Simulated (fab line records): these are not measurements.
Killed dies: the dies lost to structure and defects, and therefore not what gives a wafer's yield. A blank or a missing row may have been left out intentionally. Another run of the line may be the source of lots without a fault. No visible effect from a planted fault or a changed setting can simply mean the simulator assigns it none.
Struck lot and sound lot, side by side || flow rit-cmos || 14 out of 202 route steps
Sound: wafers L834.2, L834.3, L834.4. Struck: wafers L837.1, L837.5, L837.6. Last of all comes the cause.
For every step that has rows: the tool of each side, followed by ch and its chambers, followed by its first start. Under that, the readings that differ: sound wafers || struck wafers || difference of the means || sigmas: that difference in standard deviations of wafers without a fault.
alike: readings whose means differ by less than 2 such deviations, and words and numbers that are the same on both sides. not compared: withheld readings, readings that some wafer has no value for, bounds like >300 that may hide the same value, and numbers for which the record gives no deviation and whose values overlap.
A row with sigmas, a row that says differs or no value, or rows on one side alone: a step with any of these is where the two part. Numbers that don't overlap but have no deviation are shown without sigmas and don't part them. A reading missing from all wafers of one side parts the sides only when that side holds two or more wafers.

RIT_CONTACT_ETCH_11: etches SiO2 in CHF3/CF4/Ar, stops on TiSi2, target depth 480 nm, time 320 s.
  sound on rie-diel-01 ch 1,2,3, day 3 04:46; struck on rie-diel-01 ch 0,1, day 3 22:14
  alike: cf4-flow-sccm, drypump-motor-current-A, oes-product-au, throttle-valve-pct
  not compared: rf-hours-counter-h
RIT_CONTACT_STRIP_12: strips in O2, time 180 s.
  sound on plasma-asher-04 ch 0,1, day 3 04:58; struck on plasma-asher-01 ch 0,1, day 3 22:26
  alike: drypump-motor-current-A
  not compared: rf-hours-counter-h
RIT_CONTACT_CD_MEAS_90: target cd 1000 nm.
  struck on cd-sem-01, day 3 22:37; sound on cd-sem-02, day 3 05:09
  alike: cd-nm
then, 2 steps without rows for these wafers: RIT_CONTACT_CLEAN_13 (cleans in SC1, time 600 s); RIT_CONTACT_CLEAN_14 (cleans in SC2, time 600 s).
RIT_M1_SPUTTER_00: material Al, target thk 400 nm, time 500 s.
  struck on pvd-sputter-04, day 3 23:05; sound on pvd-sputter-02, day 3 05:39
  alike: cathode-dc-power-W, substrate-temp-c, throttle-valve-pct
RIT_M1_RS_MEAS_01: measures by four-point-probe.
  struck on film-metro-03, day 3 23:23; sound on film-metro-02, day 3 05:58
  alike: M1_AL_RS
RIT_M1_THK_MEAS_02: measures by xrf.
  struck on film-metro-03, day 3 23:31; sound on film-metro-02, day 3 06:04
  alike: M1_AL_THK
then, 4 steps without rows for these wafers: RIT_M1_HMDS_03 (prime time 61.38 s); RIT_M1_COAT_04 (resist thk 1300 nm); RIT_M1_SOFTBAKE_05 (time 60 s); RIT_M1_EXPOSE_06 (exposes mask M12, target cd 2600 nm).
RIT_M1_PEB_07:
  sound on litho-track-02 ch 0, day 3 07:03; struck on litho-track-02, day 4 00:16
{"reading": "exhaust-pa (Pa)", "sound": "46.0 46.1 45.5", "struck": "- - -", "difference": "no value on the struck wafers", "sigmas": ""}
  not compared: chill-plate-temp-C
then, 1 step without rows for these wafers: RIT_M1_DEVELOP_08 (develop time 68 s).

WHERE THEY PART
Only at RIT_M1_PEB_07, as far as this record shows.

WHY: whatever the simulator had introduced
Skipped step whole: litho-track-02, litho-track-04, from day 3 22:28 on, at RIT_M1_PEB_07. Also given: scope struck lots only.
